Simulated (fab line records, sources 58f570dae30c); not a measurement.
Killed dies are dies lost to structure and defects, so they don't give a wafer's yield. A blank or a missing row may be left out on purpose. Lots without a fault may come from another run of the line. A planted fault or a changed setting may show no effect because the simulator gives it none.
Which tool did it? | flow berkeley_cmos170 | 14 lots, 42 wafers sampled, at 2 steps of a route of 331

WHAT THE GAUGES READ, wafer by wafer
UCB170_V2_CD_MEAS_90: target cd 700 nm.
lot  | measured     | on        | cd_nm (nm)
L876 | day 8 16:24  | cd_sem-02 | 702.5 703.0 700.8
L878 | day 9 04:01  | cd_sem-01 | 700.6 700.2 701.2
L877 | day 9 07:02  | cd_sem-02 | 700.0 700.2 700.7
L881 | day 9 13:53  | cd_sem-02 | 698.2 700.4 699.8
L879 | day 9 14:58  | cd_sem-01 | 698.1 700.6 700.6
L882 | day 10 13:53 | cd_sem-02 | 703.5 703.3 703.4
L890 | day 11 08:28 | cd_sem-01 | 698.0 695.3 698.9
L884 | day 11 16:29 | cd_sem-01 | 700.6 700.9 700.7
L886 | day 11 17:02 | cd_sem-02 | 701.3 702.7 702.8
L887 | day 11 17:30 | cd_sem-01 | 700.9 701.6 702.7
L888 | day 11 17:44 | cd_sem-01 | 699.9 700.8 699.4
L894 | day 12 09:59 | cd_sem-02 | 701.3 703.0 701.0
L899 | day 13 10:50 | cd_sem-01 | 698.7 699.2 700.1
L898 | day 13 11:22 | cd_sem-01 | 701.7 698.7 698.9

WHICH TOOL RAN EACH LOT (tool, then ch and the chambers of the sampled wafers, then the start)
lot  | UCB170_V2_STRIP_15
L876 | plasma_asher-01 ch 0, day 8 16:17
L878 | plasma_asher-01 ch 0,1, day 9 03:53
L877 | plasma_asher-01 ch 0,1, day 9 06:55
L881 | plasma_asher-03 ch 0,1, day 9 13:47
L879 | plasma_asher-02 ch 0,1, day 9 14:52
L882 | plasma_asher-02 ch 0,1, day 10 13:46
L890 | plasma_asher-03 ch 0,1, day 11 08:22
L884 | plasma_asher-03 ch 0,1, day 11 16:22
L886 | plasma_asher-03 ch 0,1, day 11 16:55
L887 | plasma_asher-03 ch 0,1, day 11 17:23
L888 | plasma_asher-01 ch 0,1, day 11 17:38
L894 | plasma_asher-03 ch 0,1, day 12 09:53
L899 | plasma_asher-03 ch 0,1, day 13 10:43
L898 | plasma_asher-01 ch 0,1, day 13 11:15
- UCB170_V2_STRIP_15: strips in O2.

WHAT THE TOOLS THEMSELVES READ (means of the sampled wafers that have a number; where no wafer has one, the mark that the record gives instead)
UCB170_V2_STRIP_15.
lot  | tool            | drypump_motor_current_A (A) | oes_product_au (a.u.) | strip_time_to_endpoint_s (s)
L876 | plasma_asher-01 | 5.3                         | 0.721                 | 15.20
L878 | plasma_asher-01 | 6.0                         | 0.724                 | 15.29
L877 | plasma_asher-01 | 5.7                         | 0.723                 | 15.24
L881 | plasma_asher-03 | 5.6                         | 0.721                 | 15.22
L879 | plasma_asher-02 | 6.3                         | 0.719                 | 15.27
L882 | plasma_asher-02 | 6.2                         | 0.718                 | 15.28
L890 | plasma_asher-03 | 5.3                         | 0.724                 | 15.36
L884 | plasma_asher-03 | 5.6                         | 0.723                 | 15.28
L886 | plasma_asher-03 | 5.3                         | 0.729                 | 15.39
L887 | plasma_asher-03 | 5.6                         | 0.720                 | 15.24
L888 | plasma_asher-01 | 6.0                         | 0.723                 | 15.25
L894 | plasma_asher-03 | 5.6                         | 0.719                 | 15.29
L899 | plasma_asher-03 | 5.6                         | 0.726                 | 15.24
L898 | plasma_asher-01 | 5.7                         | 0.721                 | 15.26

THE ANSWER, worked out from the rows above alone
Rule: what is usual is taken from the lots themselves. Put in order of their means at a reading, lots are off if they are a third of the lots or fewer, leave a main group of 4 or more, and stand apart from it by a gap of 3 or more times the standard deviation of the main group's means; of several such gaps the widest counts. A main group whose means are all the same, to the digits that the tables above print for the reading, isn't used. A lot without any number at a reading at which 4 lots or more have one is off too. The other lots that the step has rows for count as sound. The gauges are gone through in route order, then the tools' own readings, and for those a lot's mean is taken as printed above. The first step at which some lot is off is used, and at that step the reading that is off furthest; a lot without a number counts as furthest.
No lot is off at any reading shown: from this, nothing can be told.

WHAT THE SIMULATOR HAD PUT IN
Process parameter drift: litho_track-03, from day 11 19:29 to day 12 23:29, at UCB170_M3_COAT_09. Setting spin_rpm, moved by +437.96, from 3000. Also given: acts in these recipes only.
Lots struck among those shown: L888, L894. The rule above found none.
